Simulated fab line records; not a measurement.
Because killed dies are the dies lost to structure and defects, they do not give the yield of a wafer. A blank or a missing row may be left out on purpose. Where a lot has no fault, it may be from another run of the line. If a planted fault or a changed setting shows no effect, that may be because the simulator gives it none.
Shared-tool check / flow ritCmos / 15 lots, 45 wafers sampled

## REASON IT WAS OPENED
RIT_ACTIVE_THK_MEAS_04, reading ACTIVE_NITRIDE_THK: flagged on 3 of 15 lots. Wafers without a fault read 151.3 nm, standard deviation 1.5.
Rule: a lot is flagged when every wafer of it that has a number lies more than 4 standard deviations from that mean, or none has a number. The other lots count as sound.

lot=L585; measured=day 1 13:32; on=filmMetro-04; ACTIVE_NITRIDE_THK (nm), wafer by wafer=151.3 152.1 152.5; flag=
lot=L587; measured=day 1 23:32; on=filmMetro-02; ACTIVE_NITRIDE_THK (nm), wafer by wafer=152.8 152.7 152.2; flag=
lot=L588; measured=day 2 04:32; on=filmMetro-02; ACTIVE_NITRIDE_THK (nm), wafer by wafer=150.4 151.2 151.2; flag=
lot=L589; measured=day 2 10:05; on=filmMetro-01; ACTIVE_NITRIDE_THK (nm), wafer by wafer=150.7 150.5 151.6; flag=
lot=L590; measured=day 2 15:57; on=filmMetro-04; ACTIVE_NITRIDE_THK (nm), wafer by wafer=148.7 150.0 149.8; flag=
lot=L591; measured=day 2 22:32; on=filmMetro-01; ACTIVE_NITRIDE_THK (nm), wafer by wafer=151.9 152.2 153.0; flag=
lot=L592; measured=day 3 01:51; on=filmMetro-02; ACTIVE_NITRIDE_THK (nm), wafer by wafer=149.4 149.5 148.7; flag=
lot=L593; measured=day 3 05:32; on=filmMetro-02; ACTIVE_NITRIDE_THK (nm), wafer by wafer=152.6 151.6 151.8; flag=
lot=L594; measured=day 3 12:49; on=filmMetro-04; ACTIVE_NITRIDE_THK (nm), wafer by wafer=150.4 151.5 149.9; flag=
lot=L595; measured=day 3 16:25; on=filmMetro-01; ACTIVE_NITRIDE_THK (nm), wafer by wafer=151.3 150.6 151.8; flag=
lot=L597; measured=day 4 02:26; on=filmMetro-01; ACTIVE_NITRIDE_THK (nm), wafer by wafer=151.1 151.8 150.7; flag=
lot=L602; measured=day 5 02:32; on=filmMetro-04; ACTIVE_NITRIDE_THK (nm), wafer by wafer=150.5 152.0 150.9; flag=
lot=L604; measured=day 5 14:23; on=filmMetro-02; ACTIVE_NITRIDE_THK (nm), wafer by wafer=102.7 102.5 102.4; flag=FLAGGED
lot=L605; measured=day 5 17:51; on=filmMetro-04; ACTIVE_NITRIDE_THK (nm), wafer by wafer=104.7 104.2 103.9; flag=FLAGGED
lot=L607; measured=day 6 03:45; on=filmMetro-01; ACTIVE_NITRIDE_THK (nm), wafer by wafer=106.3 106.4 105.8; flag=FLAGGED
The mean of the flagged lots' numbers is 104.3 nm, -47.0 nm from the usual (-31 standard deviations).

## EACH LOT AND THE TOOL IT RAN ON
The record holds 1 process step before the reading, out of a route of 202 steps. Read each cell as the tool, then ch plus the chambers that the sampled wafers visited, then the start.
lot=L585; flag=; RIT_ACTIVE_CVD_03=lpcvd-01 ch 1, day 1 12:07
lot=L587; flag=; RIT_ACTIVE_CVD_03=lpcvd-01 ch 0, day 1 22:07
lot=L588; flag=; RIT_ACTIVE_CVD_03=lpcvd-01 ch 1, day 2 03:07
lot=L589; flag=; RIT_ACTIVE_CVD_03=lpcvd-01 ch 1, day 2 08:40
lot=L590; flag=; RIT_ACTIVE_CVD_03=lpcvd-02 ch 1, day 2 13:50
lot=L591; flag=; RIT_ACTIVE_CVD_03=lpcvd-01 ch 0, day 2 21:07
lot=L592; flag=; RIT_ACTIVE_CVD_03=lpcvd-02 ch 1, day 3 00:25
lot=L593; flag=; RIT_ACTIVE_CVD_03=lpcvd-02 ch 0, day 3 04:07
lot=L594; flag=; RIT_ACTIVE_CVD_03=lpcvd-01 ch 1, day 3 10:40
lot=L595; flag=; RIT_ACTIVE_CVD_03=lpcvd-01 ch 0, day 3 14:17
lot=L597; flag=; RIT_ACTIVE_CVD_03=lpcvd-01 ch 0, day 4 01:00
lot=L602; flag=; RIT_ACTIVE_CVD_03=lpcvd-01 ch 1, day 5 01:07
lot=L604; flag=FLAGGED; RIT_ACTIVE_CVD_03=lpcvd-01 ch 1, day 5 12:58
lot=L605; flag=FLAGGED; RIT_ACTIVE_CVD_03=lpcvd-01 ch 1, day 5 16:26
lot=L607; flag=FLAGGED; RIT_ACTIVE_CVD_03=lpcvd-01 ch 1, day 6 02:19
What is done by these steps:
- RIT_ACTIVE_CVD_03: deposits Si3N4 from SiH2Cl2/NH3, target thk 150 nm, time 1500 s.
- RIT_ACTIVE_THK_MEAS_04

## FLAGGED OVER TOTAL, TOOL BY TOOL (the gauges that took the reading come last)
step=RIT_ACTIVE_CVD_03; tool=lpcvd-01; lots run=12; flagged=3; share of the flagged lots=all; sound lots run after its first flagged lot=0
step=RIT_ACTIVE_CVD_03; tool=lpcvd-02; lots run=3; flagged=0; share of the flagged lots=none; sound lots run after its first flagged lot=-
step=RIT_ACTIVE_THK_MEAS_04; tool=filmMetro-01; lots run=5; flagged=1; share of the flagged lots=some; sound lots run after its first flagged lot=0
step=RIT_ACTIVE_THK_MEAS_04; tool=filmMetro-02; lots run=5; flagged=1; share of the flagged lots=some; sound lots run after its first flagged lot=0
step=RIT_ACTIVE_THK_MEAS_04; tool=filmMetro-04; lots run=5; flagged=1; share of the flagged lots=some; sound lots run after its first flagged lot=0

## WHAT THE TABLE ALLOWS
1 row of the table ran every flagged lot: lpcvd-01 at RIT_ACTIVE_CVD_03.
- lpcvd-01 at RIT_ACTIVE_CVD_03 ran 12 lots, 3 of them flagged. It ran its last sound lot, L602, at day 5 01:07 and its first flagged lot, L604, at day 5 12:58: a fault with its onset between the two fits.
Just one tool remains: lpcvd-01 at RIT_ACTIVE_CVD_03.

## WHAT THE SIMULATOR HAD PUT IN
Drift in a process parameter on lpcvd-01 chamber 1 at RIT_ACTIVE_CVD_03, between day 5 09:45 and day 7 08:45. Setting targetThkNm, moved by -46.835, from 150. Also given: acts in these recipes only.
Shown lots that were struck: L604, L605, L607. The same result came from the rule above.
